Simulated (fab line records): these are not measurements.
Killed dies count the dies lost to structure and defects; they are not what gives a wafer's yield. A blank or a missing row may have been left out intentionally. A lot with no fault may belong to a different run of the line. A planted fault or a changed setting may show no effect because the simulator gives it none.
What tool caused it? / flow berkeley_cmos170 / Sampling: 14 lots, 42 wafers, 6 of 331 route steps

WHAT EACH GAUGE READ, for each wafer
UCB170_PLDD_OVL_MEAS_07.
lot=L788; measured=day 6 04:40; on=overlay-01; PLDD_OVL (nm)=9 18 12
lot=L787; measured=day 6 04:55; on=overlay-01; PLDD_OVL (nm)=2 4 -2
lot=L790; measured=day 6 07:47; on=overlay-02; PLDD_OVL (nm)=-1 6 -3
lot=L789; measured=day 6 08:06; on=overlay-01; PLDD_OVL (nm)=-1 1 5
lot=L793; measured=day 6 17:07; on=overlay-01; PLDD_OVL (nm)=-1 2 10
lot=L792; measured=day 6 17:23; on=overlay-02; PLDD_OVL (nm)=0 7 4
lot=L794; measured=day 7 10:23; on=overlay-01; PLDD_OVL (nm)=6 5 9
lot=L798; measured=day 8 04:37; on=overlay-01; PLDD_OVL (nm)=6 6 -2
lot=L799; measured=day 8 13:40; on=overlay-02; PLDD_OVL (nm)=6 12 17
lot=L803; measured=day 9 07:32; on=overlay-02; PLDD_OVL (nm)=3 -2 2
lot=L802; measured=day 9 07:49; on=overlay-01; PLDD_OVL (nm)=2 4 1
lot=L807; measured=day 10 07:17; on=overlay-02; PLDD_OVL (nm)=-5 2 -2
lot=L809; measured=day 10 11:55; on=overlay-02; PLDD_OVL (nm)=6 5 8
lot=L810; measured=day 11 02:46; on=overlay-01; PLDD_OVL (nm)=8 4 -1

UCB170_NSD_OVL_MEAS_07.
lot=L788; measured=day 6 15:52; on=overlay-02; NSD_OVL (nm)=-6 1 -4
lot=L787; measured=day 6 16:26; on=overlay-01; NSD_OVL (nm)=1 -5 -6
lot=L790; measured=day 6 19:21; on=overlay-02; NSD_OVL (nm)=-1 -8 -4
lot=L789; measured=day 6 18:48; on=overlay-02; NSD_OVL (nm)=0 -5 3
lot=L793; measured=day 7 06:32; on=overlay-02; NSD_OVL (nm)=-2 3 0
lot=L792; measured=day 7 06:03; on=overlay-02; NSD_OVL (nm)=2 7 -3
lot=L794; measured=day 7 19:32; on=overlay-02; NSD_OVL (nm)=-6 0 6
lot=L798; measured=day 8 13:35; on=overlay-02; NSD_OVL (nm)=0 -4 0
lot=L799; measured=day 9 01:01; on=overlay-01; NSD_OVL (nm)=-7 -3 0
lot=L803; measured=day 9 17:43; on=overlay-02; NSD_OVL (nm)=1 0 4
lot=L802; measured=day 9 18:23; on=overlay-02; NSD_OVL (nm)=0 7 10
lot=L807; measured=day 10 17:42; on=overlay-02; NSD_OVL (nm)=0 2 -4
lot=L809; measured=day 10 21:47; on=overlay-01; NSD_OVL (nm)=5 6 6
lot=L810; measured=day 11 13:48; on=overlay-01; NSD_OVL (nm)=-3 2 6

UCB170_SDANNEAL_RS_MEAS_02: uses a four-point probe to measure.
lot=L788; measured=day 6 17:40; on=film_metro-01; PSD_RS (ohm/sq)=75.2 75.5 75.0
lot=L787; measured=day 6 18:02; on=film_metro-04; PSD_RS (ohm/sq)=75.9 75.7 75.6
lot=L790; measured=day 6 20:58; on=film_metro-04; PSD_RS (ohm/sq)=76.3 76.1 76.2
lot=L789; measured=day 6 20:13; on=film_metro-01; PSD_RS (ohm/sq)=75.4 75.3 75.3
lot=L793; measured=day 7 08:09; on=film_metro-04; PSD_RS (ohm/sq)=75.7 75.5 75.2
lot=L792; measured=day 7 07:38; on=film_metro-03; PSD_RS (ohm/sq)=75.7 75.8 75.6
lot=L794; measured=day 7 20:55; on=film_metro-01; PSD_RS (ohm/sq)=75.1 75.4 75.4
lot=L798; measured=day 8 15:13; on=film_metro-03; PSD_RS (ohm/sq)=75.6 75.4 75.4
lot=L799; measured=day 9 02:24; on=film_metro-04; PSD_RS (ohm/sq)=75.9 75.6 75.8
lot=L803; measured=day 9 19:20; on=film_metro-04; PSD_RS (ohm/sq)=83.7 84.1 84.1
lot=L802; measured=day 9 19:58; on=film_metro-04; PSD_RS (ohm/sq)=84.3 84.1 84.0
lot=L807; measured=day 10 19:14; on=film_metro-01; PSD_RS (ohm/sq)=75.3 75.5 75.4
lot=L809; measured=day 10 23:10; on=film_metro-01; PSD_RS (ohm/sq)=74.9 74.8 74.8
lot=L810; measured=day 11 15:32; on=film_metro-04; PSD_RS (ohm/sq)=75.7 75.4 75.5

UCB170_SDANNEAL_RS_MEAS_03: uses a four-point probe to measure.
lot=L788; measured=day 6 17:47; on=film_metro-01; NSD_RS (ohm/sq)=37.23 37.17 37.32
lot=L787; measured=day 6 18:10; on=film_metro-04; NSD_RS (ohm/sq)=37.21 37.15 37.12
lot=L790; measured=day 6 21:05; on=film_metro-04; NSD_RS (ohm/sq)=37.43 37.28 37.30
lot=L789; measured=day 6 20:20; on=film_metro-01; NSD_RS (ohm/sq)=37.37 37.29 37.27
lot=L793; measured=day 7 08:16; on=film_metro-04; NSD_RS (ohm/sq)=37.42 37.31 37.31
lot=L792; measured=day 7 07:45; on=film_metro-03; NSD_RS (ohm/sq)=37.21 37.30 37.14
lot=L794; measured=day 7 21:02; on=film_metro-01; NSD_RS (ohm/sq)=37.25 37.13 37.20
lot=L798; measured=day 8 15:20; on=film_metro-03; NSD_RS (ohm/sq)=37.13 37.12 37.09
lot=L799; measured=day 9 02:31; on=film_metro-04; NSD_RS (ohm/sq)=37.36 37.27 37.43
lot=L803; measured=day 9 19:28; on=film_metro-04; NSD_RS (ohm/sq)=38.51 38.55 38.58
lot=L802; measured=day 9 20:05; on=film_metro-04; NSD_RS (ohm/sq)=38.35 38.42 38.42
lot=L807; measured=day 10 19:22; on=film_metro-01; NSD_RS (ohm/sq)=37.27 37.32 37.25
lot=L809; measured=day 10 23:17; on=film_metro-01; NSD_RS (ohm/sq)=37.34 37.34 37.16
lot=L810; measured=day 11 15:39; on=film_metro-04; NSD_RS (ohm/sq)=37.22 37.33 37.34

UCB170_SDANNEAL_RS_MEAS_04: uses a four-point probe to measure.
lot=L788; measured=day 6 17:54; on=film_metro-01; PLDD_RS (ohm/sq)=1031.3 1031.6 1029.4
lot=L787; measured=day 6 18:17; on=film_metro-04; PLDD_RS (ohm/sq)=1026.5 1031.1 1028.9
lot=L790; measured=day 6 21:13; on=film_metro-04; PLDD_RS (ohm/sq)=1028.9 1026.2 1028.2
lot=L789; measured=day 6 20:27; on=film_metro-01; PLDD_RS (ohm/sq)=1031.2 1031.4 1027.5
lot=L793; measured=day 7 08:23; on=film_metro-04; PLDD_RS (ohm/sq)=1031.9 1027.2 1030.0
lot=L792; measured=day 7 07:52; on=film_metro-03; PLDD_RS (ohm/sq)=1031.4 1031.2 1031.9
lot=L794; measured=day 7 21:10; on=film_metro-01; PLDD_RS (ohm/sq)=1028.2 1031.1 1028.2
lot=L798; measured=day 8 15:28; on=film_metro-03; PLDD_RS (ohm/sq)=1026.0 1027.9 1030.7
lot=L799; measured=day 9 02:38; on=film_metro-04; PLDD_RS (ohm/sq)=1028.9 1026.1 1031.0
lot=L803; measured=day 9 19:35; on=film_metro-04; PLDD_RS (ohm/sq)=1044.3 1042.3 1043.6
lot=L802; measured=day 9 20:13; on=film_metro-04; PLDD_RS (ohm/sq)=1041.9 1043.5 1041.0
lot=L807; measured=day 10 19:29; on=film_metro-01; PLDD_RS (ohm/sq)=1026.3 1026.4 1026.4
lot=L809; measured=day 10 23:24; on=film_metro-01; PLDD_RS (ohm/sq)=1029.6 1029.2 1030.2
lot=L810; measured=day 11 15:46; on=film_metro-04; PLDD_RS (ohm/sq)=1031.3 1031.0 1031.3

WHICH TOOL RAN EACH LOT (tool, then ch and the chambers of the sampled wafers, then the start)
lot=L788; UCB170_SDANNEAL_RTA_01=rtp_anneal-01 ch 0, day 6 17:35
lot=L787; UCB170_SDANNEAL_RTA_01=rtp_anneal-02 ch 0, day 6 17:59
lot=L790; UCB170_SDANNEAL_RTA_01=rtp_anneal-02 ch 0, day 6 20:55
lot=L789; UCB170_SDANNEAL_RTA_01=rtp_anneal-01 ch 0, day 6 20:09
lot=L793; UCB170_SDANNEAL_RTA_01=rtp_anneal-01 ch 0, day 7 08:05
lot=L792; UCB170_SDANNEAL_RTA_01=rtp_anneal-01 ch 0, day 7 07:32
lot=L794; UCB170_SDANNEAL_RTA_01=rtp_anneal-01 ch 0, day 7 20:52
lot=L798; UCB170_SDANNEAL_RTA_01=rtp_anneal-02 ch 0, day 8 15:10
lot=L799; UCB170_SDANNEAL_RTA_01=rtp_anneal-01 ch 0, day 9 02:20
lot=L803; UCB170_SDANNEAL_RTA_01=rtp_anneal-01 ch 0, day 9 19:16
lot=L802; UCB170_SDANNEAL_RTA_01=rtp_anneal-01 ch 0, day 9 19:54
lot=L807; UCB170_SDANNEAL_RTA_01=rtp_anneal-02 ch 0, day 10 19:11
lot=L809; UCB170_SDANNEAL_RTA_01=rtp_anneal-02 ch 0, day 10 23:07
lot=L810; UCB170_SDANNEAL_RTA_01=rtp_anneal-02 ch 0, day 11 15:28
- UCB170_SDANNEAL_RTA_01: time 5 s.

AS READ BY THE TOOLS THEMSELVES (means over the sampled wafers that have a number; for cases with no such wafer, the mark the record gives instead)
UCB170_SDANNEAL_RTA_01.
lot=L788; tool=rtp_anneal-01; anneal_temp_c_max=1054.4; lamp_power_pct (%)=36.8; wafer_temp_C_max=1056.4
lot=L787; tool=rtp_anneal-02; anneal_temp_c_max=1053.4; lamp_power_pct (%)=39.3; wafer_temp_C_max=1053.2
lot=L790; tool=rtp_anneal-02; anneal_temp_c_max=1053.7; lamp_power_pct (%)=39.3; wafer_temp_C_max=1053.1
lot=L789; tool=rtp_anneal-01; anneal_temp_c_max=1055.4; lamp_power_pct (%)=36.9; wafer_temp_C_max=1056.0
lot=L793; tool=rtp_anneal-01; anneal_temp_c_max=1055.3; lamp_power_pct (%)=36.8; wafer_temp_C_max=1055.4
lot=L792; tool=rtp_anneal-01; anneal_temp_c_max=1053.7; lamp_power_pct (%)=36.8; wafer_temp_C_max=1055.1
lot=L794; tool=rtp_anneal-01; anneal_temp_c_max=1055.5; lamp_power_pct (%)=36.9; wafer_temp_C_max=1055.9
lot=L798; tool=rtp_anneal-02; anneal_temp_c_max=1054.5; lamp_power_pct (%)=39.3; wafer_temp_C_max=1053.5
lot=L799; tool=rtp_anneal-01; anneal_temp_c_max=1054.5; lamp_power_pct (%)=36.8; wafer_temp_C_max=1057.0
lot=L803; tool=rtp_anneal-01; anneal_temp_c_max=1054.1; lamp_power_pct (%)=35.3; wafer_temp_C_max=1056.7
lot=L802; tool=rtp_anneal-01; anneal_temp_c_max=1055.5; lamp_power_pct (%)=35.3; wafer_temp_C_max=1056.9
lot=L807; tool=rtp_anneal-02; anneal_temp_c_max=1053.8; lamp_power_pct (%)=39.3; wafer_temp_C_max=1052.9
lot=L809; tool=rtp_anneal-02; anneal_temp_c_max=1054.6; lamp_power_pct (%)=39.3; wafer_temp_C_max=1052.6
lot=L810; tool=rtp_anneal-02; anneal_temp_c_max=1054.5; lamp_power_pct (%)=39.3; wafer_temp_C_max=1052.6

THE ANSWER, worked out from the rows above alone
Rule: the lots themselves supply what counts as usual. The widest of any qualifying gaps counts: lots, ordered by their means at a reading, are off when they make up no more than a third of the lots, leave a main group of 4 or more, and stand apart from it by 3 or more times the standard deviation of that group's means. A main group is skipped when, at the precision printed for the reading in the tables above, its means are all equal. Also off: a lot with no number at a reading for which 4 or more lots have one. Any other lot the step has rows for is counted as sound. First the gauges in route order, then the tools' own readings, where a lot's mean is used as printed above. The first step at which some lot is off is used, and at that step the reading that is off furthest; a lot without a number counts as furthest.
Off: L803, L802, at UCB170_SDANNEAL_RS_MEAS_02 (PSD_RS). Mean 75.5 ohm/sq and standard deviation 0.32 in the main group.
If a tool, at a process step before that reading, ran all the lots that are off and no sound lot after the first of them, it fits. Gauges at UCB170_SDANNEAL_RS_MEAS_02: tried the same way as those tools. One fits: UCB170_SDANNEAL_RTA_01 on rtp_anneal-01. Its last sound lot is L799 (day 9 02:20), its first lot that is off L803 (day 9 19:16): a fault that began between those two fits.

WHAT THE SIMULATOR PUT IN
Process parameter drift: rtp_anneal-01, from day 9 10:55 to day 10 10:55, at UCB170_SDANNEAL_RTA_01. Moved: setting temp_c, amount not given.
Lots struck among those shown: L803, L802. The rule above found the same.
